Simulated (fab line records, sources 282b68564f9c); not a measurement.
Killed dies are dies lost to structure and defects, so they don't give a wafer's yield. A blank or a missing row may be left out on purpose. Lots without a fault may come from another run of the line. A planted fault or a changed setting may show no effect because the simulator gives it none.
A struck lot beside a sound one | flow rit_cmos | 29 steps out of a route of 202
Sound: wafers L569.2, L569.4, L569.5. Struck: wafers L572.1, L572.2, L572.3. The cause comes at the end.
At each step with rows: each side's tool, then ch and its chambers, then its first start. Under that, the readings that differ: sound wafers | struck wafers | difference of the means | sigmas: that difference in standard deviations of wafers without a fault.
alike: readings whose means differ by less than 2 such deviations, and words and numbers that are the same on both sides. not compared: withheld readings, readings that some wafer has no value for, bounds like >300 that may hide the same value, and numbers for which the record gives no deviation and whose values overlap.
The two part at a step that has a row with sigmas, a row that says differs or no value, or rows on one side only. Numbers that don't overlap but have no deviation are shown without sigmas and don't part them. A reading that every wafer of one side lacks parts them only if that side has two wafers or more.

first, 6 steps without rows for these wafers: RIT_SDANNEAL_CLEAN_00 (cleans in SC1, time 600 s); RIT_SDANNEAL_CLEAN_01 (cleans in dHF, time 30 s); RIT_SDANNEAL_CLEAN_02 (cleans in SC2, time 600 s); RIT_SDANNEAL_RTA_03 (time 5 s); RIT_SILICIDE_WET_ETCH_00 (etches SiO2 in BOE, target depth 14 nm, time 15 s); RIT_SILICIDE_SPUTTER_01 (material Ti, target thk 30 nm, time 240 s).
RIT_SILICIDE_RTA_04: time 10 s, ramp up 5 s, ramp down 5 s.
  sound on rtp_anneal-01 ch 0, day 4 19:44; struck on rtp_anneal-01 ch 0, day 5 11:37
  alike: wafer_temp_C_max
then, 21 steps without rows for these wafers: RIT_SILICIDE_WET_ETCH_05 (etches Ti in SPM, time 120 s); RIT_SILICIDE_RTA_06 (time 10 s, ramp up 5 s, ramp down 10 s); RIT_CONTACT_CVD_00 (deposits SiO2 from TEOS, target thk 400 nm, time 61 s); RIT_CONTACT_HMDS_02 (prime time 60 s); RIT_CONTACT_COAT_03 (resist thk 1000 nm); RIT_CONTACT_SOFTBAKE_04 (time 60 s); RIT_CONTACT_EXPOSE_05 (exposes mask M11, target cd 1000 nm); RIT_CONTACT_PEB_06; RIT_CONTACT_DEVELOP_07 (develop time 120 s); RIT_CONTACT_HARDBAKE_10 (time 60 s); RIT_CONTACT_ETCH_11 (etches SiO2 in CHF3/CF4/Ar, stops on TiSi2, target depth 480 nm, time 320 s); RIT_CONTACT_STRIP_12 (strips in O2, time 180 s); RIT_CONTACT_CLEAN_13 (cleans in SC1, time 600 s); RIT_CONTACT_CLEAN_14 (cleans in SC2, time 600 s); RIT_M1_SPUTTER_00 (material Al, target thk 400 nm, time 500 s); RIT_M1_HMDS_03 (prime time 60 s); RIT_M1_COAT_04 (resist thk 1300 nm); RIT_M1_SOFTBAKE_05 (time 60 s); RIT_M1_EXPOSE_06 (exposes mask M12, target cd 2600 nm); RIT_M1_PEB_07; RIT_M1_DEVELOP_08 (develop time 68 s).
RIT_M1_PROBE_99:
  sound on prober-01, day 5 02:43; struck on prober-02, day 5 18:08
  reading                              | sound             | struck            | difference | sigmas
  model.etest.npoly_line.line_ohm_um   | 159.1 159.5 159   | 209.7 210 217     | +53.0      |
  model.etest.ppoly_line.line_ohm_um   | 154.8 157.2 154   | 203.2 197.9 202.1 | +45.7      |
  model.etest.contact_pplus.end_ohm_um | 44.69 44.74 44.41 | 36.02 35.68 35.46 | -8.89      |
  model.etest.contact_nplus.end_ohm_um | 41.38 42.03 41.6  | 33.5 33.02 31.78  | -8.9       |
  model.etest.ppoly_line.width_nm (nm) | 105.2 105.2 105.2 | 107.4 109.8 107.4 | +3.0       |
  model.etest.npoly_line.width_nm (nm) | 104.9 104.1 104.3 | 106.2 108.9 106.9 | +2.9       |
  model.etest.npoly_line.rs_ohm_sq     | 16.63 16.89 16.83 | 22.71 22.76 22.82 | +5.98      |
  model.etest.ppoly_line.rs_ohm_sq     | 16.26 16.37 16.23 | 21.91 21.7 21.85  | +5.53      |
  alike: killed_at_front_end, killed_dies, killed_open, killed_short

WHERE THEY PART
Nowhere in this record.

WHY: what the simulator had put in
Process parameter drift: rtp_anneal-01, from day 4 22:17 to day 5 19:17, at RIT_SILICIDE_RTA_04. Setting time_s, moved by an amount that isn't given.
